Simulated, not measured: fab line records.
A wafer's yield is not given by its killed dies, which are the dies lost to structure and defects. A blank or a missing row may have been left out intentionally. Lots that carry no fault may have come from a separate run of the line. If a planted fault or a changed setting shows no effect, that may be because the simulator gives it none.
fab line records ; flow berkeley_cmos170
record: lots: 11; wafers: 33; last_day: 13
route steps=331 shown NLDD@166
lots with no fault: from the same line, run without faults
start_h: the number of hours between the record's first day and the start of the first shown wafer of the lot ; wait_h: time in hours since the lot's previous step ; " as in the row above ; L1.1+2: a row that stands for several wafers ; - value missing, or start not given ; * or withheld: withheld ; < > ~ a bound
route shown NAME@n: NAME is a module with steps in the file, n the number in the route of the first one ; usual: average and standard deviation across the fault-free wafers ; same: alike in all rows ; chamber/n: place in a boat ; sites: each site's reading ; _std_site: standard deviation of those values ; _edge_site: mean of outer sites minus mean of inner sites ; radius_mm: for every site, how far away it sits from the centre of the wafer ; mask NAME#n: copy n ; behind: the last tool/chamber to shape the wafer ; hold: reason for holding the lot/hours on hold/outcome of the hold ; device: transistor that didn't switch, given as n, p or np ; end of line: tests of these same wafers at the route's end ; step lacking rows: just its recipe ; killed: dies that structure and defects cost at the first sort, which is not the same as the wafer's yield ; map: per-die view of a wafer (x killed, . not killed, _ where there is no die)
set.NAME: the setting the step ran with; set.NAME@STEP: the setting that earlier step ran with ; model.NAME: the simulator's own value behind a step, which no gauge read
a sample of lots followed through the steps of the route, with each step as a table and each wafer as a row
services: from which hour (start_h, from the record's first day; less than 0 if before it) a tool's chamber was out of use, for how many hours, and why
== steps ==
step: UCB170_NLDD_IMPLANT_08
recipe: species: As; dose_cm2: 5e+13; energy_kev: 30; tilt_deg: 7; rotation_deg: 0
usual: beam_on_s: 10.02/0.2; dose_ions_cm2: 4.999e+13/4.9e+10; end_station_pressure_torr: 5.13e-06/2.5e-07; faraday_current_uA: 158/3.2
same: implant_ion_amu: 75
lot.wafer;tool;chamber;start_h;wait_h;beam_on_s;dose_ions_cm2;end_station_pressure_torr;faraday_current_uA
L985.1;implanter-04;0;147.65;0.0;10.18;5.003e+13;4.66e-06;156
L985.2;implanter-04;0;147.65;0.0;10.32;5.009e+13;4.85e-06;154
L985.6;implanter-04;0;147.65;0.0;9.96;5.006e+13;4.91e-06;159
L988.1;implanter-01;0;161.93;0.0;9.35;4.997e+13;5.41e-06;168
L988.2;implanter-01;0;161.93;0.0;10.03;4.999e+13;4.84e-06;158
L988.3;implanter-01;0;161.93;0.0;10.10;4.998e+13;5.09e-06;157
L987.4;implanter-04;0;162.28;0.1;10.21;4.996e+13;5.37e-06;155
L987.5;implanter-04;0;162.28;0.1;9.61;4.991e+13;5.09e-06;166
L987.6;implanter-04;0;162.28;0.1;9.87;4.998e+13;5.34e-06;160
L986.1;implanter-01;0;162.42;0.0;9.82;4.999e+13;4.63e-06;161
L986.2;implanter-01;0;162.42;0.0;9.86;4.988e+13;5.07e-06;160
L986.3;implanter-01;0;162.42;0.0;9.63;4.983e+13;5.08e-06;165
L989.1;implanter-01;0;173.91;0.0;10.15;5e+13;4.79e-06;157
L989.2;implanter-01;0;173.91;0.0;10.12;4.999e+13;5.04e-06;157
L989.6;implanter-01;0;173.91;0.0;10.07;5e+13;4.76e-06;157
L990.2;implanter-04;0;174.43;0.0;9.96;5.002e+13;5.11e-06;160
L990.4;implanter-04;0;174.43;0.0;10.15;4.996e+13;4.72e-06;156
L990.5;implanter-04;0;174.43;0.0;9.92;4.999e+13;5.17e-06;160
L991.2;implanter-04;0;188.07;0.0;9.80;5.004e+13;4.93e-06;161
L991.4;implanter-04;0;188.07;0.0;10.01;5e+13;5.41e-06;158
L991.6;implanter-04;0;188.07;0.0;9.94;5.005e+13;5.01e-06;159
L998.1;implanter-01;0;215.90;0.0;10.09;4.157e+13;4.67e-06;130
L998.3;implanter-01;0;215.90;0.0;9.88;4.15e+13;5.24e-06;134
L998.6;implanter-01;0;215.90;0.0;10.04;4.15e+13;4.64e-06;131
L103.1;implanter-01;0;246.83;0.0;9.88;4.151e+13;5.12e-06;133
L103.2;implanter-01;0;246.83;0.0;9.67;4.142e+13;5.08e-06;136
L103.6;implanter-01;0;246.83;0.0;9.73;4.15e+13;5.13e-06;135
L108.3;implanter-02;0;283.28;0.1;10.15;5.002e+13;5.17e-06;156
L108.4;implanter-02;0;283.28;0.1;9.93;4.993e+13;5.31e-06;160
L108.6;implanter-02;0;283.28;0.1;9.94;5.006e+13;4.96e-06;160
L106.1;implanter-04;0;283.47;0.0;9.77;5e+13;5.17e-06;162
L106.3;implanter-04;0;283.47;0.0;10.13;4.985e+13;5.15e-06;156
L106.5;implanter-04;0;283.47;0.0;9.77;4.997e+13;5.3e-06;162
step: UCB170_NLDD_TW_MEAS_11
usual: NLDD_TW: 2212/16
lot.wafer;tool;chamber;start_h;wait_h;NLDD_TW
L985.1;film_metro-03;-;148.05;0.1;2229
L985.2;film_metro-03;-;148.05;0.1;2229
L985.6;film_metro-03;-;148.05;0.1;2226
L988.1;film_metro-03;-;162.33;0.1;2215
L988.2;film_metro-03;-;162.33;0.1;2214
L988.3;film_metro-03;-;162.33;0.1;2213
L987.4;film_metro-02;-;162.64;0.1;2235
L987.5;film_metro-02;-;162.64;0.1;2238
L987.6;film_metro-02;-;162.64;0.1;2230
L986.1;film_metro-01;-;162.82;0.1;2177
L986.2;film_metro-01;-;162.82;0.1;2178
L986.3;film_metro-01;-;162.82;0.1;2185
L989.1;film_metro-02;-;174.38;0.1;2205
L989.2;film_metro-02;-;174.38;0.1;2214
L989.6;film_metro-02;-;174.38;0.1;2203
L990.2;film_metro-02;-;174.81;0.1;2206
L990.4;film_metro-02;-;174.81;0.1;2217
L990.5;film_metro-02;-;174.81;0.1;2213
L991.2;film_metro-01;-;188.46;0.1;2198
L991.4;film_metro-01;-;188.46;0.1;2194
L991.6;film_metro-01;-;188.46;0.1;2191
L998.1;film_metro-03;-;216.30;0.1;2170
L998.3;film_metro-03;-;216.30;0.1;2176
L998.6;film_metro-03;-;216.30;0.1;2164
L103.1;film_metro-02;-;247.23;0.1;2158
L103.2;film_metro-02;-;247.23;0.1;2168
L103.6;film_metro-02;-;247.23;0.1;2169
L108.3;film_metro-02;-;283.65;0.1;2219
L108.4;film_metro-02;-;283.65;0.1;2211
L108.6;film_metro-02;-;283.65;0.1;2210
L106.1;film_metro-03;-;283.87;0.1;2208
L106.3;film_metro-03;-;283.87;0.1;2228
L106.5;film_metro-03;-;283.87;0.1;2221
step: UCB170_SDANNEAL_RS_MEAS_05
recipe: thk_meas_gauge: four-point-probe
usual: NLDD_RS: 617.0/1.7
lot.wafer;tool;chamber;start_h;wait_h;NLDD_RS[ohm/sq]
L985.1;film_metro-02;-;159.90;0.1;614.7
L985.2;film_metro-02;-;159.90;0.1;616.4
L985.6;film_metro-02;-;159.90;0.1;616.7
L988.1;film_metro-03;-;174.26;0.1;619.3
L988.2;film_metro-03;-;174.26;0.1;621.2
L988.3;film_metro-03;-;174.26;0.1;621.2
L986.1;film_metro-03;-;174.74;0.1;617.7
L986.2;film_metro-03;-;174.74;0.1;617.7
L986.3;film_metro-03;-;174.74;0.1;616.8
L987.4;film_metro-01;-;175.02;0.1;619.1
L987.5;film_metro-01;-;175.02;0.1;617.1
L987.6;film_metro-01;-;175.02;0.1;618.5
L989.1;film_metro-03;-;188.27;0.1;617.5
L989.2;film_metro-03;-;188.27;0.1;617.6
L989.6;film_metro-03;-;188.27;0.1;617.4
L990.2;film_metro-02;-;188.59;0.1;616.5
L990.4;film_metro-02;-;188.59;0.1;617.0
L990.5;film_metro-02;-;188.59;0.1;616.4
L991.2;film_metro-03;-;199.87;0.1;620.4
L991.4;film_metro-03;-;199.87;0.1;619.4
L991.6;film_metro-03;-;199.87;0.1;618.3
L998.1;film_metro-01;-;231.72;0.1;658.0
L998.3;film_metro-01;-;231.72;0.1;657.2
L998.6;film_metro-01;-;231.72;0.1;659.1
L103.1;film_metro-02;-;260.51;0.1;652.2
L103.2;film_metro-02;-;260.51;0.1;652.8
L103.6;film_metro-02;-;260.51;0.1;652.8
L108.3;film_metro-01;-;293.65;0.1;617.4
L108.4;film_metro-01;-;293.65;0.1;616.7
L108.6;film_metro-01;-;293.65;0.1;616.5
L106.1;film_metro-03;-;293.79;0.1;616.2
L106.3;film_metro-03;-;293.79;0.1;616.3
L106.5;film_metro-03;-;293.79;0.1;617.3
== services ==
tool;chamber;start_h;hours;kind
implanter-02;-;151.00;3.6;repair
implanter-04;-;152.62;2.8;repair
implanter-01;-;156.02;4.7;pm
implanter-02;-;158.11;6.0;repair
implanter-01;-;222.46;12.3;repair
implanter-01;-;225.94;1.0;repair
implanter-01;-;232.53;1.9;repair
implanter-02;-;253.89;1.1;repair
implanter-02;-;265.69;1.2;repair
== key ==
first_sign: step: UCB170_NLDD_IMPLANT_08; reading: dose_ions_cm2; direction: down; sigmas: 99+; usual: 4.999e+13; struck: 4.15e+13
effect: step: UCB170_NLDD_IMPLANT_08; reading: faraday_current_uA; direction: down; sigmas: 7.9; usual: 158; struck: 133
effect: step: UCB170_NLDD_TW_MEAS_11; reading: NLDD_TW; direction: down; sigmas: 2.8; usual: 2212; struck: 2168
effect: step: UCB170_SDANNEAL_RS_MEAS_05; reading: NLDD_RS; direction: up; sigmas: 22; usual: 617.0; struck: 655.4
met_at UCB170_NLDD_IMPLANT_08
struck_lots L998,L103
sort_left_out L103.1,L103.2,L103.6
tester_left_out L998,L103
onset_between 173.91 215.90
fault: kind: process_parameter_drift; tool: implanter-01; chamber: -; onset_h: 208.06; steps: UCB170_NLDD_IMPLANT_08; channel: dose_cm2; offset: -8.5e+12; shape: step; end_h: 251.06; acts_in: these_recipes_only; stated: 5e+13
tester_left_out: of these lots the tester's yield and bins aren't shown, on N5 and GAA mostly nor the transistor test; their killed dies are dies lost to structure and defects alone, not to doping, threshold or leakage, so they don't give the yield
sort_left_out: the simulated sort isn't trusted on such a fault, so these wafers' sort isn't shown, and their yield isn't known
